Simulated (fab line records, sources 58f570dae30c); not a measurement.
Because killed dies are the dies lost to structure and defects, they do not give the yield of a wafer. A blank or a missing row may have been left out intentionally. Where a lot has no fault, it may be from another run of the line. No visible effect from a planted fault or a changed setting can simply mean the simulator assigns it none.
Split-lot study -- flow berkeley cmos170 -- route with 331 steps; 5 lots, 23 wafers read

THE SPLIT ITSELF
At UCB170_NWELL_COAT_07 (resist thk 900 nm), the setting spin rpm was moved away from the recipe's 1500 rpm on 8 of the 23 wafers read, by -7.5% to +6.7%. All remaining wafers had this setting at the recipe value.

FROM THE SPLIT TO THE READING: what the file shows between them, 3 steps
- UCB170_NWELL_SOFTBAKE_08: time 60 s
- UCB170_NWELL_EXPOSE_09: exposes mask NWELL, target cd 3000 nm
- UCB170_NWELL_DEVELOP_11: develop time 45 s

THE READING
KrF_of_NWELL_COAT_07.thk nm (the simulator's own value, which no gauge read), in nm, at UCB170_NWELL_ETCH_13 (etches Si3N4 in CH3F/Ar/O2, stops on SiO2, target depth 246.4 nm, time 154 s). The file gives no usual value for it. The 15 wafers here that ran the recipe average 720.4 nm, standard deviation 4.8 nm.

wafer,"tool, chamber at the split","spin rpm as run, rpm",against the recipe,"KrF_of_NWELL_COAT_07.thk nm, nm",against lot-mates on the recipe
L074.1,"litho track-01, 0",1388,-7.5%,761.2,+40.8
L074.2,"litho track-01, 0",1388,-7.5%,751.3,+30.9
L074.4,"litho track-01, 0",1500,recipe,716.7,-
L074.5,"litho track-01, 0",1388,-7.5%,753.3,+32.9
L074.6,"litho track-01, 0",1500,recipe,724.1,-
L076.1,"litho track-02, 0",1500,recipe,723.8,-
L076.6,"litho track-02, 0",1500,recipe,723.8,-
L076.2,"litho track-02, 0",1601,+6.7%,699,-23.2
L076.3,"litho track-02, 0",1601,+6.7%,685.1,-37.1
L076.4,"litho track-02, 0",1500,recipe,719,-
L081.1,"litho track-03, 0",1500,recipe,718.3,-
L081.2,"litho track-03, 0",1500,recipe,725.3,-
L081.3,"litho track-03, 0",1500,recipe,716.8,-
L081.5,"litho track-03, 0",1500,recipe,715.9,-
L081.6,"litho track-03, 0",1500,recipe,724.1,-
L082.1,"litho track-03, 0",1500,recipe,721.1,-
L082.2,"litho track-03, 0",1500,recipe,726.3,-
L082.4,"litho track-03, 0",1500,recipe,726.3,-
L084.1,"litho track-01, 0",1500,recipe,715.7,-
L084.3,"litho track-01, 0",1500,recipe,709.4,-
L084.4,"litho track-01, 0",1568,+4.5%,690.9,-21.6
L084.5,"litho track-01, 0",1568,+4.5%,702,-10.5
L084.6,"litho track-01, 0",1568,+4.5%,687.2,-25.3

THE FIT
A straight line over all 23 wafers: KrF_of_NWELL_COAT_07.thk nm changes by -4.78 nm for each +1% of spin rpm; r = -0.95; the points scatter about the line by 5.9 nm.
The same after taking each lot's own level away (the mean of its wafers on the recipe; 23 wafers): -4.54 nm for each +1%; r = -0.97; scatter 4.5 nm.
The reading moves by 34 nm for the largest change in spin rpm, on that fit.
Measured against the standard deviation above, the lots' own levels, which go from 712.55 to 724.57 nm, span 2.5 times it.
Consequently the slope shifts little with the lot-to-lot level, the two slopes agreeing.
Check: with one of the wafers moved furthest among these (-7.5%) left out of the fit, the line predicts +32.3 nm for it against its lot-mates. Against them it came out at +40.8 nm.

OTHER SPLITS ON THESE WAFERS
Note: prior to the reading, these wafers also went through further splits. Each is held against what the fit with the lots' levels taken away leaves over:
other split on the same wafers,wafers away from the commonest value,r with KrF_of_NWELL_COAT_07.thk nm (lot level and that fit taken away)
UCB170_START_OXIDATION_02 temp c,15,+0.02

THE WHOLE CHAIN: every reading that the file lists as answering this split, in the file's order
step,what it does,reading,change (the file's fit),r (the file's)
UCB170_NWELL_COAT_07,resist thk 900 nm,"KrF_of_NWELL_COAT_07.thk nm (the simulator's own value, which no gauge read)",-4.68 nm for each +1% of the setting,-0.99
UCB170_NWELL_ETCH_13,"etches Si3N4 in CH3F/Ar/O2, stops on SiO2, target depth 246.4 nm, time 154 s","KrF_of_NWELL_COAT_07.thk nm (the simulator's own value, which no gauge read)",-4.53 nm for each +1% of the setting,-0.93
UCB170_NWELL_STRIP_15,strips in O2,strip time to endpoint s,withheld for each +1% of the setting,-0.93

FILE'S OWN FIT
KrF_of_NWELL_COAT_07.thk nm changes by -4.53 nm for each +1% of spin rpm, r = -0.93.
